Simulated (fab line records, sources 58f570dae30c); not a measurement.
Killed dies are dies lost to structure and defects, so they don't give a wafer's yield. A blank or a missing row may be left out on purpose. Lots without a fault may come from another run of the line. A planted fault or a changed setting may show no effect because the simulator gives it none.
Which tool did it? | flow berkeley_cmos170 | 7 lots, 21 wafers sampled, at 1 step of a route of 331

WHAT THE GAUGES READ, wafer by wafer
UCB170_M1_OVL_MEAS_10.
lot  | measured     | on         | M1_OVL (nm)
L113 | day 9 13:21  | overlay-01 | 4 -1 2
L114 | day 10 00:17 | overlay-01 | -1 -3 -7
L118 | day 10 20:38 | overlay-02 | -6 -9 -11
L117 | day 10 23:49 | overlay-01 | 2 -2 5
L123 | day 12 01:37 | overlay-01 | 0 7 -1
L122 | day 12 02:35 | overlay-02 | -20 -8 -14
L129 | day 13 05:50 | overlay-01 | -12 -10 -15

WHICH TOOL RAN EACH LOT (tool, then ch and the chambers of the sampled wafers, then the start)
The record holds no process step before these readings.

THE ANSWER, worked out from the rows above alone
Rule: what is usual is taken from the lots themselves. Put in order of their means at a reading, lots are off if they are a third of the lots or fewer, leave a main group of 4 or more, and stand apart from it by a gap of 3 or more times the standard deviation of the main group's means; of several such gaps the widest counts. A main group whose means are all the same, to the digits that the tables above print for the reading, isn't used. A lot without any number at a reading at which 4 lots or more have one is off too. The other lots that the step has rows for count as sound.
No lot is off at any reading shown: from this, nothing can be told.

WHAT THE SIMULATOR HAD PUT IN
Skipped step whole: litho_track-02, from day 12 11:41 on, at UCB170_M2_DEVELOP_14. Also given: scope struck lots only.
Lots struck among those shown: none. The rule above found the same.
